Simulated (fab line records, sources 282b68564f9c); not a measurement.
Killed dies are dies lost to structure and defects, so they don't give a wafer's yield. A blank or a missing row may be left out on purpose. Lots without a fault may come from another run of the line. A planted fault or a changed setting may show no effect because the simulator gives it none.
fab line records | flow rit_cmos
record lots=6 wafers=18 last_day=7
route steps=202 shown SDANNEAL@153 PSD@157 NSD@158 PLDD@159 NLDD@160 SILICIDE@161 M1@202
lots that met no fault: from a run of the same line without faults
start_h: hours from the record's first day to the start of the lot's first wafer shown | wait_h: hours since the lot's step before | " the same as in the row above | L1.1+2: a row that stands for several wafers | - no value, or no start given | * or withheld: withheld | < > ~ a bound
route shown NAME@n: a module of which the file shows steps, and the number in the route of the first | usual: mean/standard deviation of fault-free wafers | same: alike in all rows | chamber/n: place in a boat | sites: the reading at each site | _std_site: their standard deviation | _edge_site: outer sites' mean less inner sites' | radius_mm: how far each site lies from the wafer's centre | mask NAME#n: copy n | behind: the tool/chamber that last shaped the wafer | hold: why the lot was held/for how many hours/how that ended | device: the transistor (n, p or np) that didn't switch | end of line: the same wafers' tests at the end of the route | a step without rows: its recipe alone | killed: dies lost to structure and defects at the first sort, not the wafer's yield | map: a wafer's dies, x killed, . not, _ none there
set.NAME: the setting as run; set.NAME@STEP: as run at that earlier step | model.NAME: the simulator's own value behind a step, which no gauge read
lots at some steps of the route; a table a step, a row a wafer
services: from which hour (start_h, from the record's first day; less than 0 if before it) a tool's chamber was out of use, for how many hours, and why
## steps
# step RIT_SDANNEAL_CLEAN_00
# recipe chemistry=SC1 mix=3:3:50 time_s=579.2 temp_c=75
# step RIT_SDANNEAL_CLEAN_01
# recipe chemistry=dHF dilution=50:1 time_s=30
# step RIT_SDANNEAL_CLEAN_02
# recipe chemistry=SC2 mix=3:3:50 time_s=600 temp_c=75 dry=n2_spin
# step RIT_SDANNEAL_RTA_03
# recipe temp_c=1050 time_s=4.891 idle_temp_c=600 ramp_up_c_per_s=342 ramp_down_c_per_s=171 cool_to_c=600 ambient=N2
# usual wafer_temp_C_max=1053.7/1.2
# columns lot.wafer tool chamber start_h wait_h wafer_temp_C_max
L769.1 rtp_anneal-01 0 67.19 0.0 1053.0
L769.3 " 0 " " 1053.3
L769.5 " 0 " " 1053.2
L776.4 rtp_anneal-02 0 99.08 0.0 1053.6
L776.5 " 0 " " 1054.7
L776.6 " 0 " " 1054.4
L779.2 rtp_anneal-02 0 115.71 0.0 1053.2
L779.5 " 0 " " 1053.2
L779.6 " 0 " " 1053.2
L780.1 rtp_anneal-01 0 119.49 0.0 1053.9
L780.3 " 0 " " 1054.0
L780.6 " 0 " " 1054.4
L782.3 rtp_anneal-01 0 137.80 0.0 1053.9
L782.5 " 0 " " 1054.3
L782.6 " 0 " " 1051.9
L787.1 rtp_anneal-02 0 163.72 0.0 1053.7
L787.2 " 0 " " 1053.1
L787.6 " 0 " " 1051.5
# step RIT_SDANNEAL_RS_MEAS_04
# recipe thk_meas_gauge=four-point-probe
# usual PSD_RS=116.3/0.33
# columns lot.wafer tool chamber start_h wait_h PSD_RS[ohm/sq]
L769.1 film_metro-04 - 67.24 0.0 116.9
L769.3 " - " " 116.8
L769.5 " - " " 116.8
L776.4 film_metro-03 - 99.17 0.1 115.9
L776.5 " - " " 116.3
L776.6 " - " " 115.9
L779.2 film_metro-01 - 115.77 0.1 116.5
L779.5 " - " " 116.1
L779.6 " - " " 116.6
L780.1 film_metro-01 - 119.54 0.0 116.0
L780.3 " - " " 116.0
L780.6 " - " " 116.3
L782.3 film_metro-03 - 137.88 0.1 116.3
L782.5 " - " " 116.0
L782.6 " - " " 115.6
L787.1 film_metro-03 - 163.77 0.0 116.2
L787.2 " - " " 116.3
L787.6 " - " " 116.2
# step RIT_SDANNEAL_RS_MEAS_05
# recipe thk_meas_gauge=four-point-probe
# usual NSD_RS=84.51/0.28
# columns lot.wafer tool chamber start_h wait_h NSD_RS[ohm/sq]
L769.1 film_metro-04 - 67.36 0.1 84.61
L769.3 " - " " 84.74
L769.5 " - " " 84.61
L776.4 film_metro-03 - 99.29 0.1 84.07
L776.5 " - " " 84.25
L776.6 " - " " 84.44
L779.2 film_metro-01 - 115.89 0.1 84.79
L779.5 " - " " 84.60
L779.6 " - " " 84.55
L780.1 film_metro-01 - 119.66 0.1 84.81
L780.3 " - " " 85.05
L780.6 " - " " 84.77
L782.3 film_metro-03 - 138.00 0.1 85.00
L782.5 " - " " 84.82
L782.6 " - " " 84.71
L787.1 film_metro-03 - 163.89 0.1 84.52
L787.2 " - " " 84.41
L787.6 " - " " 84.63
# step RIT_SDANNEAL_RS_MEAS_06
# recipe thk_meas_gauge=four-point-probe
# usual PLDD_RS=178.9/0.45
# columns lot.wafer tool chamber start_h wait_h PLDD_RS[ohm/sq]
L769.1 film_metro-04 - 67.48 0.1 178.9
L769.3 " - " " 179.3
L769.5 " - " " 179.4
L776.4 film_metro-03 - 99.41 0.1 178.3
L776.5 " - " " 179.1
L776.6 " - " " 179.0
L779.2 film_metro-01 - 116.01 0.1 179.6
L779.5 " - " " 179.0
L779.6 " - " " 178.8
L780.1 film_metro-01 - 119.78 0.1 178.6
L780.3 " - " " 178.5
L780.6 " - " " 178.3
L782.3 film_metro-03 - 138.12 0.1 178.8
L782.5 " - " " 178.9
L782.6 " - " " 178.9
L787.1 film_metro-03 - 164.01 0.1 178.3
L787.2 " - " " 178.5
L787.6 " - " " 178.6
# step RIT_SDANNEAL_RS_MEAS_07
# recipe thk_meas_gauge=four-point-probe
# usual NLDD_RS=153.2/0.55
# columns lot.wafer tool chamber start_h wait_h NLDD_RS[ohm/sq]
L769.1 film_metro-04 - 67.60 0.1 154.1
L769.3 " - " " 154.1
L769.5 " - " " 153.6
L776.4 film_metro-03 - 99.53 0.1 153.8
L776.5 " - " " 153.7
L776.6 " - " " 153.4
L779.2 film_metro-01 - 116.13 0.1 152.4
L779.5 " - " " 152.1
L779.6 " - " " 152.3
L780.1 film_metro-01 - 119.90 0.1 153.0
L780.3 " - " " 152.6
L780.6 " - " " 153.2
L782.3 film_metro-03 - 138.24 0.1 153.7
L782.5 " - " " 153.3
L782.6 " - " " 153.6
L787.1 film_metro-03 - 164.13 0.1 152.2
L787.2 " - " " 153.3
L787.6 " - " " 152.9
# step RIT_SILICIDE_WET_ETCH_00
# recipe chemistry=BOE target=SiO2 target_depth_nm=14 time_s=15 dry=n2_spin dilution=10:1 temp_c=21.5
# step RIT_SILICIDE_SPUTTER_01
# recipe material=Ti target_thk_nm=30 power_w=350 chamber_pressure_pa=0.667 gas=Ar time_s=240 substrate_temp_c=25
# usual throttle_valve_pct=30.4/0.98
# columns lot.wafer tool chamber start_h wait_h throttle_valve_pct
L769.1 pvd_sputter-02 - 67.75 0.0 30.6
L769.3 " - " " 28.6
L769.5 " - " " 30.0
L776.4 pvd_sputter-04 - 99.60 0.0 29.8
L776.5 " - " " 30.7
L776.6 " - " " 29.6
L779.2 pvd_sputter-03 - 116.25 0.0 30.1
L779.5 " - " " 30.0
L779.6 " - " " 29.3
L780.1 pvd_sputter-04 - 120.04 0.0 29.5
L780.3 " - " " 30.3
L780.6 " - " " 29.7
L782.3 pvd_sputter-04 - 138.33 0.0 29.5
L782.5 " - " " 30.9
L782.6 " - " " 29.7
L787.1 pvd_sputter-03 - 164.27 0.0 30.0
L787.2 " - " " 32.7
L787.6 " - " " 31.8
# step RIT_SILICIDE_RS_MEAS_02
# recipe thk_meas_gauge=four-point-probe reads=Ti_of_SILICIDE_SPUTTER_01
# usual SILICIDE_TI_RS=48.1/0.76
# columns lot.wafer tool chamber start_h wait_h SILICIDE_TI_RS[ohm/sq]
L769.1 film_metro-03 - 67.90 0.1 48.9
L769.3 " - " " 47.9
L769.5 " - " " 47.7
L776.4 film_metro-02 - 99.81 0.1 48.4
L776.5 " - " " 47.5
L776.6 " - " " 48.4
L779.2 film_metro-03 - 116.42 0.1 48.0
L779.5 " - " " 47.6
L779.6 " - " " 47.3
L780.1 film_metro-04 - 120.19 0.1 49.1
L780.3 " - " " 48.6
L780.6 " - " " 48.9
L782.3 film_metro-02 - 138.52 0.1 48.1
L782.5 " - " " 47.5
L782.6 " - " " 48.3
L787.1 film_metro-04 - 164.42 0.1 48.6
L787.2 " - " " 48.3
L787.6 " - " " 47.7
# step RIT_SILICIDE_THK_MEAS_03
# recipe thk_meas_gauge=xrf reads=Ti_of_SILICIDE_SPUTTER_01
# usual SILICIDE_TI_THK=30.4/0.41
# columns lot.wafer tool chamber start_h wait_h SILICIDE_TI_THK[nm]
L769.1 film_metro-03 - 68.02 0.1 30.1
L769.3 " - " " 30.5
L769.5 " - " " 30.6
L776.4 film_metro-02 - 99.90 0.1 30.2
L776.5 " - " " 30.6
L776.6 " - " " 30.2
L779.2 film_metro-03 - 116.53 0.1 30.7
L779.5 " - " " 30.8
L779.6 " - " " 31.0
L780.1 film_metro-04 - 120.31 0.1 29.8
L780.3 " - " " 29.9
L780.6 " - " " 29.9
L782.3 film_metro-02 - 138.62 0.1 30.3
L782.5 " - " " 30.6
L782.6 " - " " 30.2
L787.1 film_metro-04 - 164.54 0.1 30.2
L787.2 " - " " 30.2
L787.6 " - " " 30.6
# step RIT_SILICIDE_RTA_04
# recipe temp_c=650 time_s=10 idle_temp_c=25 ramp_up_s=5 ramp_down_s=5 cool_to_c=25 ambient=N2
# usual wafer_temp_C_max=653.0/0.77
# columns lot.wafer tool chamber start_h wait_h wafer_temp_C_max
L769.1 rtp_anneal-02 0 68.08 0.1 651.9
L769.3 " 0 " " 653.1
L769.5 " 0 " " 652.5
L776.4 rtp_anneal-01 0 99.97 0.1 654.1
L776.5 " 0 " " 652.4
L776.6 " 0 " " 653.7
L779.2 rtp_anneal-01 0 116.59 0.1 653.9
L779.5 " 0 " " 653.4
L779.6 " 0 " " 654.2
L780.1 rtp_anneal-02 0 120.37 0.1 722.5
L780.3 " 0 " " 722.1
L780.6 " 0 " " 722.3
L782.3 rtp_anneal-02 0 138.68 0.1 722.4
L782.5 " 0 " " 722.3
L782.6 " 0 " " 722.3
L787.1 rtp_anneal-01 0 164.60 0.1 652.3
L787.2 " 0 " " 654.0
L787.6 " 0 " " 652.7
# step RIT_SILICIDE_WET_ETCH_05
# recipe chemistry=SPM target=Ti temp_c=90 time_s=120 dry=n2_spin
# step RIT_M1_PROBE_99
# usual killed_at_contacts=0.1/0.3 killed_at_front_end=6.5/2.9 killed_dies=6.6/3 killed_open=3.3/2 killed_short=3.3/1.9
# same gross_dies=264 killed_at_M0_to_M3=0 killed_at_M4_up=0 killed_at_back_side=0 killed_at_other=0
# columns lot.wafer tool chamber start_h wait_h killed_at_contacts killed_at_front_end killed_dies killed_open killed_short model.etest.npoly_line.line_ohm_um model.etest.ppoly_line.line_ohm_um model.etest.contact_pplus.end_ohm_um model.etest.contact_nplus.end_ohm_um model.etest.npoly_line.rs_ohm_sq model.etest.pmos_0p15.gate_log10_a_cm2 model.etest.ppoly_line.rs_ohm_sq model.etest.antenna_m1.gate_log10_a_cm2
L769.1 prober-02 - 74.97 0.1 0 12 12 8 4 167.8 158.9 42.72 40.48 17.19 -6.381 16.64 -6.147
L769.3 prober-02 - 75.07 0.2 0 8 8 4 4 168.3 161.3 42.79 41.6 17.05 -6.612 16.46 -6.319
L769.5 prober-02 - 75.17 0.2 0 12 12 7 5 166.2 159.2 44.04 41.26 16.97 -6.668 16.41 -6.471
L776.4 prober-01 - 106.77 0.2 0 3 3 1 2 169.7 163 45.74 39.37 17.03 -5.824 16.62 -5.467
L776.5 prober-01 - 106.82 0.2 0 3 3 3 0 168 159.7 47.22 41.89 16.88 -5.639 16.3 -5.513
L776.6 prober-01 - 106.87 0.2 0 5 5 1 4 168.1 162.5 45.21 41.05 17 -5.731 16.54 -5.369
L779.2 prober-02 - 123.21 0.1 0 4 4 4 0 159 151.9 45.17 42.77 16.96 -6.696 16.44 -6.354
L779.5 prober-02 - 123.36 0.2 0 8 8 6 2 156.4 153.4 45.95 42.06 16.9 -6.6 16.48 -6.235
L779.6 prober-02 - 123.41 0.2 0 2 2 1 1 160.7 155.6 46.65 44.28 16.74 -7.022 16.33 -6.693
L780.1 prober-01 - 129.39 0.1 1 13 14 8 6 168.4 161.9 49.92 49.5 15.49 -5.096 15.14 -5.127
L780.3 prober-01 - 129.49 0.2 0 7 7 4 3 162.5 154.6 50.06 49.24 15.43 -5.134 15.03 -5.359
L780.6 prober-01 - 129.64 0.2 0 5 5 3 2 156.8 152.6 51.15 49.19 15.37 -5.094 14.9 -5.097
L782.3 prober-01 - 147.28 0.2 0 8 8 2 6 148.6 146.1 54.6 50.15 15.19 -5.051 14.83 -4.963
L782.5 prober-01 - 147.38 0.2 0 7 7 4 3 157.7 151.9 53.33 49.73 15.14 -5.015 14.81 -4.957
L782.6 prober-01 - 147.43 0.2 0 8 8 3 5 149.9 141.9 52.89 49.13 15.13 -5.082 14.86 -5.026
L787.1 prober-02 - 171.43 0.1 0 10 10 6 4 167.3 162.3 44.34 40.66 17.25 -6.511 16.72 -6.125
L787.2 prober-02 - 171.48 0.1 1 4 5 1 4 166.9 163.2 43.46 40.97 17 -6.439 16.51 -6.206
L787.6 prober-02 - 171.68 0.2 0 5 5 4 1 170.3 164.8 44.42 43.24 17 -6.402 16.5 -6.208
# killed by level:class
L769.1 REOX:geometric_particle:short=2 REOX:geometric_particle:open=2 SILICIDE:geometric_particle:open=2 FOX1:geometric_particle:open=1 FOX2:geometric_particle:open=1 GATE:geometric_particle:open=1 SPACER:geometric_particle:open=1 SPACER:geometric_particle:short=1
L769.3 GATE:geometric_particle:short=2 GATE:geometric_particle:open=2 FOX1:geometric_particle:open=1 REOX:geometric_particle:open=1 REOX:geometric_particle:short=1 SPACER:geometric_particle:short=1
L769.5 GATE:geometric_particle:open=3 SPACER:geometric_particle:open=3 FOX2:geometric_particle:short=1 GATE:geometric_particle:short=1 REOX:geometric_particle:open=1 REOX:geometric_particle:short=1 SPACER:geometric_particle:short=1 SILICIDE:geometric_particle:short=1
L776.4 GATE:geometric_particle:short=1 GATE:geometric_particle:open=1 SILICIDE:geometric_particle:short=1
L776.5 GATE:geometric_particle:open=2 FOX1:geometric_particle:open=1
L776.6 REOX:geometric_particle:short=2 FOX1:geometric_particle:short=1 SILICIDE:geometric_particle:short=1 SILICIDE:geometric_particle:open=1
L779.2 GATE:geometric_particle:open=2 REOX:geometric_particle:open=1 SPACER:geometric_particle:open=1
L779.5 GATE:geometric_particle:open=3 FOX1:geometric_particle:short=1 FOX1:geometric_particle:open=1 GATE:geometric_particle:short=1 REOX:geometric_particle:open=1 SILICIDE:geometric_particle:open=1
L779.6 GATE:geometric_particle:short=1 SPACER:geometric_particle:open=1
L780.1 SPACER:geometric_particle:short=3 SILICIDE:geometric_particle:open=3 FOX1:geometric_particle:short=2 REOX:geometric_particle:open=2 SPACER:geometric_particle:open=2 SILICIDE:geometric_particle:short=1 CONTACT:geometric_particle:open=1
L780.3 GATE:geometric_particle:open=2 FOX1:geometric_particle:open=1 GATE:geometric_particle:short=1 SPACER:geometric_particle:short=1 SILICIDE:geometric_particle:open=1 SILICIDE:geometric_particle:short=1
L780.6 SPACER:geometric_particle:short=2 SILICIDE:geometric_particle:open=2 SPACER:geometric_particle:open=1
L782.3 GATE:geometric_particle:short=4 SPACER:geometric_particle:short=2 GATE:geometric_particle:open=1 SPACER:geometric_particle:open=1
L782.5 FOX1:geometric_particle:open=2 SPACER:geometric_particle:open=2 FOX1:geometric_particle:short=1 GATE:geometric_particle:short=1 SPACER:geometric_particle:short=1
L782.6 SPACER:geometric_particle:short=3 GATE:geometric_particle:short=2 SPACER:geometric_particle:open=2 FOX2:geometric_particle:open=1
L787.1 FOX1:geometric_particle:open=2 GATE:geometric_particle:short=2 GATE:geometric_particle:open=2 REOX:geometric_particle:open=2 SPACER:geometric_particle:short=2
L787.2 GATE:geometric_particle:short=3 SPACER:geometric_particle:short=1 CONTACT:geometric_particle:open=1
L787.6 GATE:geometric_particle:open=3 FOX1:geometric_particle:open=1 SILICIDE:geometric_particle:short=1
## services
# columns tool chamber start_h hours kind
pvd_sputter-02 - 87.16 8.4 repair
rtp_anneal-01 - 102.32 4.2 pm
pvd_sputter-04 - 105.07 0.7 repair
pvd_sputter-04 - 114.59 4.7 repair
pvd_sputter-04 - 124.54 1.8 repair
## key
first_sign step=RIT_SILICIDE_RTA_04 reading=wafer_temp_C_max direction=up sigmas=90 usual=* struck=*
effect none on later readings
model_effect step=RIT_M1_PROBE_99 value=etest.npoly_line.line_ohm_um without=169.9 struck=157.3
met_at RIT_SILICIDE_RTA_04
struck_wafers L780.1,L780.3,L780.6,L782.3,L782.5,L782.6
tester_left_out L780,L782
onset_between 68.08 120.37
fault kind=process_parameter_drift tool=rtp_anneal-02 chamber=- onset_h=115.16 steps=RIT_SILICIDE_RTA_04 channel=temp_c offset=* shape=step end_h=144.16 acts_in=* stated=*
# tester_left_out: of these lots the tester's yield and bins aren't shown, on N5 and GAA mostly nor the transistor test; their killed dies are dies lost to structure and defects alone, not to doping, threshold or leakage, so they don't give the yield
